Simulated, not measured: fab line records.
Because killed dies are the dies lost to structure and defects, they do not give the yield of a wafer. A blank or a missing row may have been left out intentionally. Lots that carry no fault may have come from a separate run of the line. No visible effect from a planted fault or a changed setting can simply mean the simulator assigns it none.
Split-lot study | flow berkeley-cmos170 | 5 lots, 23 wafers read, on a route of 331 steps

ON THE SPLIT
At UCB170_CONTACT_COAT_10 (resist thk 900 nm), the setting resist-thk-nm was moved away from the recipe's 900 nm on 9 of the 23 wafers read, by -5.7% to +4.8%. For the rest of the wafers, this setting stayed at what the recipe calls for.

FROM THE SPLIT TO THE READING: what the file shows between them, 3 steps
- UCB170_CONTACT_SOFTBAKE_11: time 60 s
- UCB170_CONTACT_EXPOSE_12: exposes mask CONT, target cd 700 nm
- UCB170_CONTACT_ETCH_17: etches BARC in N2/H2

THE READING
KrF_of_CONTACT_COAT_10.thk-nm (the simulator's own value, which no gauge read), in nm, at UCB170_CONTACT_ETCH_18 (etches PSG in CHF3/CF4/Ar, stops on TiSi2, target depth 840 nm, time 195 s). The file does not state a usual value for it. Across the 14 wafers here that went through the recipe, the average is 687.7 nm and the standard deviation 5.6 nm.

wafer  | tool, chamber at the split | resist-thk-nm as run, nm | against the recipe | KrF_of_CONTACT_COAT_10.thk-nm, nm | against lot-mates on the recipe
L074.1 | litho-track-03, 0          | 863.7                    | -4.0%              | 659                               | -28.9
L074.2 | litho-track-03, 0          | 863.7                    | -4.0%              | 655.4                             | -32.5
L074.3 | litho-track-03, 0          | 900                      | recipe             | 681.7                             | -
L074.4 | litho-track-03, 0          | 863.7                    | -4.0%              | 658.3                             | -29.6
L074.6 | litho-track-03, 0          | 900                      | recipe             | 694                               | -
L075.1 | litho-track-02, 0          | 900                      | recipe             | 683.1                             | -
L075.2 | litho-track-02, 0          | 900                      | recipe             | 683.2                             | -
L075.4 | litho-track-02, 0          | 900                      | recipe             | 686.1                             | -
L076.1 | litho-track-01, 0          | 848.7                    | -5.7%              | 641.9                             | -43.5
L076.2 | litho-track-01, 0          | 900                      | recipe             | 691.5                             | -
L076.3 | litho-track-01, 0          | 900                      | recipe             | 686.5                             | -
L076.4 | litho-track-01, 0          | 848.7                    | -5.7%              | 627.6                             | -57.8
L076.5 | litho-track-01, 0          | 900                      | recipe             | 678.2                             | -
L077.1 | litho-track-02, 0          | 900                      | recipe             | 696.4                             | -
L077.3 | litho-track-02, 0          | 922.2                    | +2.5%              | 710.5                             | +18.2
L077.4 | litho-track-02, 0          | 900                      | recipe             | 695.8                             | -
L077.5 | litho-track-02, 0          | 922.2                    | +2.5%              | 721                               | +28.7
L077.6 | litho-track-02, 0          | 900                      | recipe             | 684.8                             | -
L079.1 | litho-track-02, 0          | 942.9                    | +4.8%              | 727.1                             | +38.1
L079.2 | litho-track-02, 0          | 900                      | recipe             | 687.9                             | -
L079.4 | litho-track-02, 0          | 942.9                    | +4.8%              | 731.6                             | +42.6
L079.5 | litho-track-02, 0          | 900                      | recipe             | 684                               | -
L079.6 | litho-track-02, 0          | 900                      | recipe             | 695                               | -

FIT RESULTS
A straight line over all 23 wafers: KrF_of_CONTACT_COAT_10.thk-nm changes by +8.83 nm for each +1% of resist-thk-nm; r = +0.97; the points scatter about the line by 6.1 nm.
The same after taking each lot's own level away (the mean of its wafers on the recipe; 23 wafers): +8.45 nm for each +1%; r = +0.98; scatter 5.1 nm.
The reading moves by 48 nm for the largest change in resist-thk-nm, on that fit.
From 684.13 to 692.33 nm: that is the span of the lots' own levels, equal to 1.5 times the standard deviation above.
The two slopes agree, so the slope changes little with the lot-to-lot level.
Check: with one of the wafers moved furthest among these (-5.7%) left out of the fit, the line predicts -48.8 nm for it against its lot-mates. Against them it came out at -43.5 nm.

THESE WAFERS: OTHER SPLITS
Note: prior to the reading, these wafers also went through further splits. Each is held against what the fit with the lots' levels taken away leaves over:
other split on the same wafers | wafers away from the commonest value | r with KrF_of_CONTACT_COAT_10.thk-nm (lot level and that fit taken away)
UCB170_NSD_IMPLANT_08 dose-cm2 | 9                                    | +0.02
UCB170_CONTACT_CVD_01 time-s   | 18                                   | +0.12

THE WHOLE CHAIN: every reading that the file lists as answering this split, in the file's order
step                   | what it does                                                               | reading                                                                        | change (the file's fit)              | r (the file's)
UCB170_CONTACT_COAT_10 | resist thk 900 nm                                                          | KrF_of_CONTACT_COAT_10.thk-nm (the simulator's own value, which no gauge read) | +8.67 nm for each +1% of the setting | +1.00
UCB170_CONTACT_ETCH_18 | etches PSG in CHF3/CF4/Ar, stops on TiSi2, target depth 840 nm, time 195 s | KrF_of_CONTACT_COAT_10.thk-nm (the simulator's own value, which no gauge read) | +8.52 nm for each +1% of the setting | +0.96

FILE'S OWN FIT
KrF_of_CONTACT_COAT_10.thk-nm changes by +8.52 nm for each +1% of resist-thk-nm, r = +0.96.
